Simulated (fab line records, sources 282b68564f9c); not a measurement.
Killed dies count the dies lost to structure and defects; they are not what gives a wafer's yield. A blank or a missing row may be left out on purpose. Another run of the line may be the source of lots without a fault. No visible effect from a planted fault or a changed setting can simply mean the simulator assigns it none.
The same fault as seen by 2 desks | flow rit-cmos | numbers are kept per desk, each desk with only its own; the story behind them comes last

== AT THE TOOL OWNER'S DESK: lpcvd-01 ==
The tool's own readings at RIT_GATE_CVD_08 (deposits poly-Si from SiH4, target thk 250 nm, time 2220 s): means of the sampled wafers that have a number, for each lot that ran on this tool. A lot is out of limits, marked OUT, if its mean lies more than 4 standard deviations from the usual mean; the brackets give that distance.
Columns: A = zone-power-source-pct at RIT_GATE_CVD_08, usual 10.9 %
lot  | first seen here | A
L117 | day 2 22:30     | 10.6
L118 | day 3 06:26     | 10.5
L119 | day 3 09:38     | 10.4
L120 | day 3 18:00     | 10.5
L124 | day 4 09:43     | 10.4
L125 | day 4 16:23     | 10.7
L126 | day 4 22:42     | 10.5
L127 | day 5 01:22     | 10.8
Result from this desk: across the 8 lots, nothing is out of limits.

== FROM THE METROLOGY DESK ==
What the gauges read for every lot (on any tool): the sampled wafers with a number, averaged. A lot is out of limits, marked OUT, if its mean lies more than 4 standard deviations from the usual mean; the brackets give that distance.
Columns: A = NRETRO_OVL at RIT_NRETRO_OVL_MEAS_06, usual 0.5 nm; B = GATE_POLY_THK at RIT_GATE_THK_MEAS_09, usual 249.1 nm; C = NSD_TW at RIT_NSD_TW_MEAS_10, usual 3109; D = NLDD_RS at RIT_SDANNEAL_RS_MEAS_07, usual 151.8 ohm/sq
lot  | first seen here | A    | B               | C    | D
L116 | day 2 05:47     | 0.2  | 249.9           | 3088 | 151.7
L117 | day 2 14:52     | 2.4  | 249.7           | 3101 | 151.1
L118 | day 2 21:52     | 1.8  | 247.5           | 3085 | 150.6
L119 | day 3 04:25     | 0.3  | 251.0           | 3080 | 151.7
L120 | day 3 10:27     | -2.7 | 248.3           | 3107 | 152.8
L122 | day 3 18:31     | -0.8 | 248.6           | 3091 | 152.6
L123 | day 4 00:09     | -0.2 | 248.5           | 3088 | 151.6
L124 | day 4 03:19     | 1.6  | 250.7           | 3099 | 151.7
L125 | day 4 08:24     | 2.3  | 254.8           | 3108 | 151.3
L126 | day 4 16:19     | -0.9 | 170.8 (-36) OUT | 3102 | 152.3
L127 | day 4 19:37     | 2.1  | 172.0 (-35) OUT | 3100 | 151.7
L129 | day 5 04:55     | -1.4 | 248.3           | 3113 | 151.8
L131 | day 5 12:24     | -1.8 | 247.3           | 3121 | 152.0
L135 | day 6 06:38     | 3.2  | 247.3           | 3139 | 151.9
Per this desk, out of limits: L126, L127; the first was L126, day 5 00:20 (GATE_POLY_THK at RIT_GATE_THK_MEAS_09). L116, L117, L118, L119, L120, L122, L123, L124, L125, L129, L131, L135: within limits.

== BROUGHT TOGETHER ==
The metrology desk could have raised an alarm at day 5 00:20, on L126, L127.
Nothing out of limits was seen by the tool owner's desk.
On record at the tool owner's desk: L126, L127, within its limits.
Every lot named ran RIT_GATE_CVD_08 on lpcvd-01.

== WHAT THE SIMULATOR HAD PUT IN ==
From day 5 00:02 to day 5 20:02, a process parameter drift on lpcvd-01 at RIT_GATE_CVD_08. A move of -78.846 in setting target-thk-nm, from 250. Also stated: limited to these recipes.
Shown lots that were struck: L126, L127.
Delay in hours, fault start to first out-of-limits reading, per desk: metrology desk 0.
